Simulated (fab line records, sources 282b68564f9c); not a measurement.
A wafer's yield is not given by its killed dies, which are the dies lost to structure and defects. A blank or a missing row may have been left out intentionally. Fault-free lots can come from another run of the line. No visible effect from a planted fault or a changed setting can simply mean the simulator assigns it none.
fab line records	flow rit-cmos
record lots=14	wafers=42	last-day=7
route steps=202 shown SDANNEAL@156 PSD@157 NSD@158 PLDD@159 NLDD@160
lots that met no fault: from a run of the same line without faults
start-h: the number of hours between the record's first day and the start of the first shown wafer of the lot	wait-h: how many hours have passed since the lot's step before this one	" same as the row above	L1.1+2: several wafers, shown together as one row	- no value present, or no start provided	* or withheld: withheld	< > ~ a bound
route shown NAME@n: NAME is a module with steps in the file, n the number in the route of the first one	usual: mean and standard deviation over wafers with no fault	same: alike in all rows	chamber/n: place in a boat	sites: readings site by site	_std_site: standard deviation of those values	_edge_site: the outer-site mean with the inner-site mean subtracted	radius-mm: how far each site lies from the wafer's centre	mask NAME#n: copy n	behind: the tool/chamber that last shaped the wafer	hold: why the lot went on hold/how many hours it stayed there/how the hold came to an end	device: names the non-switching transistor (n, p or np)	end of line: the route-end tests of the same wafers	for a step that has no rows: nothing shown but its recipe	killed: dies that structure and defects cost at the first sort, which is not the same as the wafer's yield	map: per-die view of a wafer (x killed, . not killed, _ where there is no die)
set.NAME: the run value of the setting; set.NAME@STEP: its run value at that earlier step	model.NAME: the simulator's own value behind a step, which no gauge read
one table for each step of the route and one row for each wafer, over a sample of lots
## steps
# step RIT_SDANNEAL_RTA_03
# recipe temp-c=1050	time-s=5	idle-temp-c=600	ramp-up-c-per-s=342	ramp-down-c-per-s=171	cool-to-c=600	ambient=N2
# usual wafer_temp_C_max=1053.5/1.1
lot.wafer	tool	chamber	start-h	wait-h	wafer_temp_C_max
L888.2	rtp-anneal-01	0	64.41	0.0	1054.2
L888.4	"	0	"	"	1053.5
L888.6	"	0	"	"	1055.3
L889.3	rtp-anneal-02	0	67.07	0.0	1054.6
L889.4	"	0	"	"	1054.8
L889.5	"	0	"	"	1053.5
L890.3	rtp-anneal-01	0	67.59	0.0	1054.2
L890.4	"	0	"	"	1054.2
L890.6	"	0	"	"	1053.7
L891.1	rtp-anneal-02	0	72.23	0.0	1053.6
L891.2	"	0	"	"	1054.9
L891.3	"	0	"	"	1054.0
L892.1	rtp-anneal-01	0	79.80	0.0	1053.8
L892.4	"	0	"	"	1055.2
L892.5	"	0	"	"	1053.1
L893.1	rtp-anneal-02	0	80.27	0.0	1052.5
L893.3	"	0	"	"	1054.0
L893.5	"	0	"	"	1056.6
L894.3	rtp-anneal-01	0	83.94	0.0	1055.6
L894.4	"	0	"	"	1053.0
L894.5	"	0	"	"	1052.4
L897.2	rtp-anneal-01	0	97.58	0.0	1051.8
L897.3	"	0	"	"	1054.6
L897.4	"	0	"	"	1054.5
L898.1	rtp-anneal-01	0	107.93	0.0	1053.9
L898.2	"	0	"	"	1053.6
L898.5	"	0	"	"	1053.6
L899.1	rtp-anneal-02	0	114.58	0.0	1051.8
L899.4	"	0	"	"	1053.8
L899.5	"	0	"	"	1052.3
L900.1	rtp-anneal-01	0	116.83	0.0	1053.5
L900.3	"	0	"	"	1054.0
L900.4	"	0	"	"	1052.6
L905.2	rtp-anneal-02	0	141.47	0.0	1055.0
L905.3	"	0	"	"	1053.3
L905.5	"	0	"	"	1053.4
L907.4	rtp-anneal-02	0	149.82	0.0	1052.9
L907.5	"	0	"	"	1054.7
L907.6	"	0	"	"	1052.9
L911.1	rtp-anneal-02	0	170.66	0.0	1054.9
L911.5	"	0	"	"	1053.5
L911.6	"	0	"	"	1053.7
# step RIT_SDANNEAL_RS_MEAS_04
# recipe thk-meas-gauge=four-point-probe
# usual PSD_RS=115.78/0.28
lot.wafer	tool	chamber	start-h	wait-h	PSD_RS[ohm/sq]
L888.2	film-metro-04	-	64.48	0.1	115.88
L888.4	"	-	"	"	115.81
L888.6	"	-	"	"	115.89
L889.3	film-metro-02	-	67.15	0.1	116.17
L889.4	"	-	"	"	115.84
L889.5	"	-	"	"	115.80
L890.3	film-metro-04	-	67.67	0.1	115.81
L890.4	"	-	"	"	115.94
L890.6	"	-	"	"	115.90
L891.1	film-metro-02	-	72.29	0.0	116.08
L891.2	"	-	"	"	116.16
L891.3	"	-	"	"	116.12
L892.1	film-metro-02	-	79.86	0.0	115.86
L892.4	"	-	"	"	115.84
L892.5	"	-	"	"	115.77
L893.1	film-metro-04	-	80.32	0.0	115.76
L893.3	"	-	"	"	116.04
L893.5	"	-	"	"	115.90
L894.3	film-metro-02	-	84.01	0.1	115.57
L894.4	"	-	"	"	115.81
L894.5	"	-	"	"	115.92
L897.2	film-metro-04	-	97.65	0.1	115.94
L897.3	"	-	"	"	116.01
L897.4	"	-	"	"	115.97
L898.1	film-metro-03	-	107.98	0.0	97.24
L898.2	"	-	"	"	97.18
L898.5	"	-	"	"	97.28
L899.1	film-metro-04	-	114.64	0.0	115.41
L899.4	"	-	"	"	115.85
L899.5	"	-	"	"	116.01
L900.1	film-metro-02	-	116.89	0.0	96.51
L900.3	"	-	"	"	96.70
L900.4	"	-	"	"	96.74
L905.2	film-metro-03	-	141.54	0.1	115.50
L905.3	"	-	"	"	115.63
L905.5	"	-	"	"	115.43
L907.4	film-metro-03	-	149.91	0.1	115.68
L907.5	"	-	"	"	115.50
L907.6	"	-	"	"	115.81
L911.1	film-metro-03	-	170.72	0.0	115.62
L911.5	"	-	"	"	115.93
L911.6	"	-	"	"	115.57
# step RIT_SDANNEAL_RS_MEAS_05
# recipe thk-meas-gauge=four-point-probe
# usual NSD_RS=84.42/0.23
lot.wafer	tool	chamber	start-h	wait-h	NSD_RS[ohm/sq]
L888.2	film-metro-04	-	64.60	0.1	84.56
L888.4	"	-	"	"	84.62
L888.6	"	-	"	"	84.62
L889.3	film-metro-02	-	67.27	0.1	84.55
L889.4	"	-	"	"	84.26
L889.5	"	-	"	"	84.41
L890.3	film-metro-04	-	67.79	0.1	84.63
L890.4	"	-	"	"	84.46
L890.6	"	-	"	"	84.27
L891.1	film-metro-02	-	72.41	0.1	84.55
L891.2	"	-	"	"	84.65
L891.3	"	-	"	"	84.70
L892.1	film-metro-02	-	79.98	0.1	84.95
L892.4	"	-	"	"	84.54
L892.5	"	-	"	"	84.43
L893.1	film-metro-04	-	80.44	0.1	84.36
L893.3	"	-	"	"	84.73
L893.5	"	-	"	"	84.30
L894.3	film-metro-02	-	84.13	0.1	84.31
L894.4	"	-	"	"	84.27
L894.5	"	-	"	"	84.07
L897.2	film-metro-04	-	97.77	0.1	84.61
L897.3	"	-	"	"	84.58
L897.4	"	-	"	"	84.48
L898.1	film-metro-03	-	108.10	0.1	81.29
L898.2	"	-	"	"	81.04
L898.5	"	-	"	"	81.25
L899.1	film-metro-04	-	114.76	0.1	84.41
L899.4	"	-	"	"	84.33
L899.5	"	-	"	"	84.27
L900.1	film-metro-02	-	117.01	0.1	81.01
L900.3	"	-	"	"	80.97
L900.4	"	-	"	"	81.09
L905.2	film-metro-03	-	141.66	0.1	84.47
L905.3	"	-	"	"	84.21
L905.5	"	-	"	"	84.43
L907.4	film-metro-03	-	150.03	0.1	84.26
L907.5	"	-	"	"	83.81
L907.6	"	-	"	"	84.11
L911.1	film-metro-03	-	170.84	0.1	84.43
L911.5	"	-	"	"	84.19
L911.6	"	-	"	"	84.54
# step RIT_SDANNEAL_RS_MEAS_06
# recipe thk-meas-gauge=four-point-probe
# usual PLDD_RS=179.6/0.45
lot.wafer	tool	chamber	start-h	wait-h	PLDD_RS[ohm/sq]
L888.2	film-metro-04	-	64.72	0.1	179.0
L888.4	"	-	"	"	179.8
L888.6	"	-	"	"	179.3
L889.3	film-metro-02	-	67.39	0.1	179.9
L889.4	"	-	"	"	179.8
L889.5	"	-	"	"	180.0
L890.3	film-metro-04	-	67.91	0.1	180.0
L890.4	"	-	"	"	180.2
L890.6	"	-	"	"	179.8
L891.1	film-metro-02	-	72.53	0.1	180.5
L891.2	"	-	"	"	180.5
L891.3	"	-	"	"	180.2
L892.1	film-metro-02	-	80.10	0.1	179.9
L892.4	"	-	"	"	179.5
L892.5	"	-	"	"	179.5
L893.1	film-metro-04	-	80.56	0.1	179.8
L893.3	"	-	"	"	179.8
L893.5	"	-	"	"	179.7
L894.3	film-metro-02	-	84.25	0.1	180.2
L894.4	"	-	"	"	180.0
L894.5	"	-	"	"	180.4
L897.2	film-metro-04	-	97.89	0.1	179.7
L897.3	"	-	"	"	180.0
L897.4	"	-	"	"	180.2
L898.1	film-metro-03	-	108.22	0.1	161.8
L898.2	"	-	"	"	162.1
L898.5	"	-	"	"	162.4
L899.1	film-metro-04	-	114.88	0.1	180.3
L899.4	"	-	"	"	180.1
L899.5	"	-	"	"	179.6
L900.1	film-metro-02	-	117.13	0.1	161.7
L900.3	"	-	"	"	161.9
L900.4	"	-	"	"	161.7
L905.2	film-metro-03	-	141.78	0.1	179.0
L905.3	"	-	"	"	178.9
L905.5	"	-	"	"	179.2
L907.4	film-metro-03	-	150.15	0.1	178.4
L907.5	"	-	"	"	179.8
L907.6	"	-	"	"	179.0
L911.1	film-metro-03	-	170.96	0.1	179.0
L911.5	"	-	"	"	179.9
L911.6	"	-	"	"	179.0
# step RIT_SDANNEAL_RS_MEAS_07
# recipe thk-meas-gauge=four-point-probe
# usual NLDD_RS=151.5/0.51
lot.wafer	tool	chamber	start-h	wait-h	NLDD_RS[ohm/sq]
L888.2	film-metro-04	-	64.84	0.1	151.7
L888.4	"	-	"	"	151.7
L888.6	"	-	"	"	151.5
L889.3	film-metro-02	-	67.51	0.1	151.9
L889.4	"	-	"	"	152.0
L889.5	"	-	"	"	151.9
L890.3	film-metro-04	-	68.03	0.1	150.9
L890.4	"	-	"	"	151.6
L890.6	"	-	"	"	151.1
L891.1	film-metro-02	-	72.65	0.1	151.1
L891.2	"	-	"	"	150.8
L891.3	"	-	"	"	151.2
L892.1	film-metro-02	-	80.22	0.1	150.8
L892.4	"	-	"	"	151.2
L892.5	"	-	"	"	150.8
L893.1	film-metro-04	-	80.68	0.1	151.7
L893.3	"	-	"	"	151.6
L893.5	"	-	"	"	151.9
L894.3	film-metro-02	-	84.37	0.1	151.4
L894.4	"	-	"	"	151.5
L894.5	"	-	"	"	151.5
L897.2	film-metro-04	-	98.01	0.1	151.7
L897.3	"	-	"	"	151.1
L897.4	"	-	"	"	151.7
L898.1	film-metro-03	-	108.34	0.1	148.0
L898.2	"	-	"	"	148.2
L898.5	"	-	"	"	148.5
L899.1	film-metro-04	-	115.00	0.1	151.7
L899.4	"	-	"	"	151.4
L899.5	"	-	"	"	151.6
L900.1	film-metro-02	-	117.25	0.1	150.0
L900.3	"	-	"	"	149.4
L900.4	"	-	"	"	149.4
L905.2	film-metro-03	-	141.90	0.1	152.5
L905.3	"	-	"	"	152.5
L905.5	"	-	"	"	152.0
L907.4	film-metro-03	-	150.27	0.1	150.6
L907.5	"	-	"	"	151.1
L907.6	"	-	"	"	151.1
L911.1	film-metro-03	-	171.08	0.1	152.3
L911.5	"	-	"	"	152.3
L911.6	"	-	"	"	151.8
## key
first-sign step=RIT_SDANNEAL_RS_MEAS_04	reading=PSD_RS	direction=down	sigmas=68	usual=115.78	struck=96.94
effect step=RIT_SDANNEAL_RS_MEAS_05	reading=NSD_RS	direction=down	sigmas=14	usual=84.42	struck=81.11
effect step=RIT_SDANNEAL_RS_MEAS_06	reading=PLDD_RS	direction=down	sigmas=39	usual=179.6	struck=161.9
effect step=RIT_SDANNEAL_RS_MEAS_07	reading=NLDD_RS	direction=down	sigmas=5.1	usual=151.5	struck=148.9
met-at RIT_SDANNEAL_RTA_03
struck-lots L898,L900
tester-left-out L898,L900
onset-between 97.58 107.93
fault kind=process-parameter-drift	tool=rtp-anneal-01	chamber=-	onset-h=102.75	steps=RIT_SDANNEAL_RTA_03	channel=time-s	offset=*	shape=step	end-h=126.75	acts-in=*	stated=*
# tester-left-out: of these lots the tester's yield and bins aren't shown, on N5 and GAA mostly nor the transistor test; their killed dies are dies lost to structure and defects alone, not to doping, threshold or leakage, so they don't give the yield
